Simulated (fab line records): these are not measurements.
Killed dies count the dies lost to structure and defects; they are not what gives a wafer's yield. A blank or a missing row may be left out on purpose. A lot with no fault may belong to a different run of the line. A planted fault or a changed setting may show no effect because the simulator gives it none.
2 desks looking at one fault / flow rit-cmos / every desk sees just its own numbers, and what lay behind them comes last

AT THE METROLOGY DESK
What the gauges read for every lot (on any tool): the sampled wafers with a number, averaged. Marked OUT: a lot whose mean sits more than 4 standard deviations from the usual mean, which makes it out of limits; the brackets give that distance.
Columns: A = NSD_TW at RIT_NSD_TW_MEAS_10, usual 3123; B = NSD_RS at RIT_SDANNEAL_RS_MEAS_05, usual 85.16 ohm/sq
lot=L125; first seen here=day 3 07:35; A=3102; B=85.22
lot=L126; first seen here=day 3 08:40; A=3115; B=85.41
lot=L127; first seen here=day 3 21:14; A=3119; B=84.77
lot=L129; first seen here=day 4 07:26; A=3133; B=85.45
lot=L130; first seen here=day 4 13:30; A=3130; B=84.84
lot=L131; first seen here=day 4 20:26; A=3152; B=85.17
lot=L133; first seen here=day 4 22:25; A=3131; B=85.23
lot=L132; first seen here=day 4 22:56; A=3130; B=84.96
lot=L135; first seen here=day 5 07:44; A=3100; B=85.54
lot=L136; first seen here=day 5 14:14; A=2861 (-12) OUT; B=88.12 (+10) OUT
lot=L137; first seen here=day 5 16:22; A=2824 (-14) OUT; B=88.06 (+10) OUT
lot=L141; first seen here=day 6 10:41; A=2834 (-14) OUT; B=88.51 (+12) OUT
lot=L144; first seen here=day 7 09:12; A=3091; B=85.19
lot=L146; first seen here=day 7 12:41; A=3106; B=84.53
lot=L148; first seen here=day 8 03:52; A=3154; B=85.16
This desk's result: L136, L137, L141 out of limits, first on L136 (NSD_TW at RIT_NSD_TW_MEAS_10), day 5 14:14. In limits: L125, L126, L127, L129, L130, L131, L133, L132, L135, L144, L146, L148.

DESK OF THE TOOL OWNER: implanter-03
The tool's own readings at RIT_NSD_IMPLANT_08, given as means over the sampled wafers that have a number, one for each lot that went through this tool. Marked OUT: a lot whose mean sits more than 4 standard deviations from the usual mean, which makes it out of limits; the brackets give that distance.
Columns: A = beam-energy-keV at RIT_NSD_IMPLANT_08, usual 24.999; B = tilt-deg at RIT_NSD_IMPLANT_08, usual 6.996 degrees
lot=L125; first seen here=day 3 07:17; A=24.999; B=7.001
lot=L129; first seen here=day 4 07:07; A=25.010; B=6.993
lot=L130; first seen here=day 4 13:11; A=25.005; B=6.978
lot=L131; first seen here=day 4 20:08; A=25.009; B=6.993
lot=L132; first seen here=day 4 22:36; A=24.991; B=7.016
lot=L135; first seen here=day 5 07:27; A=24.994; B=6.988
lot=L136; first seen here=day 5 13:55; A=17.495 (-99 or more) OUT; B=7.004
lot=L137; first seen here=day 5 16:04; A=17.490 (-99 or more) OUT; B=6.996
lot=L141; first seen here=day 6 10:23; A=17.501 (-99 or more) OUT; B=7.000
This desk's verdict: out of limits on L136, L137, L141, starting with L136 at day 5 13:55 (beam-energy-keV at RIT_NSD_IMPLANT_08). In limits: L125, L129, L130, L131, L132, L135.

BROUGHT TOGETHER
The tool owner's desk could have raised an alarm at day 5 13:55, on L136, L137, L141.
At day 5 14:14 the metrology desk could have sounded an alarm, on L136, L137, L141.
The lots listed all ran RIT_NSD_IMPLANT_08 on implanter-03.

WHAT HAD BEEN PUT IN BY THE SIMULATOR
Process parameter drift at RIT_NSD_IMPLANT_08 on implanter-03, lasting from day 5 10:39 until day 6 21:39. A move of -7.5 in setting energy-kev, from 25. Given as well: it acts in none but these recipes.
Struck lots among those shown: L136, L137, L141.
Counting hours from when the fault started, the first reading out of limits came at 3 for the tool owner's desk and at 4 for the metrology desk.
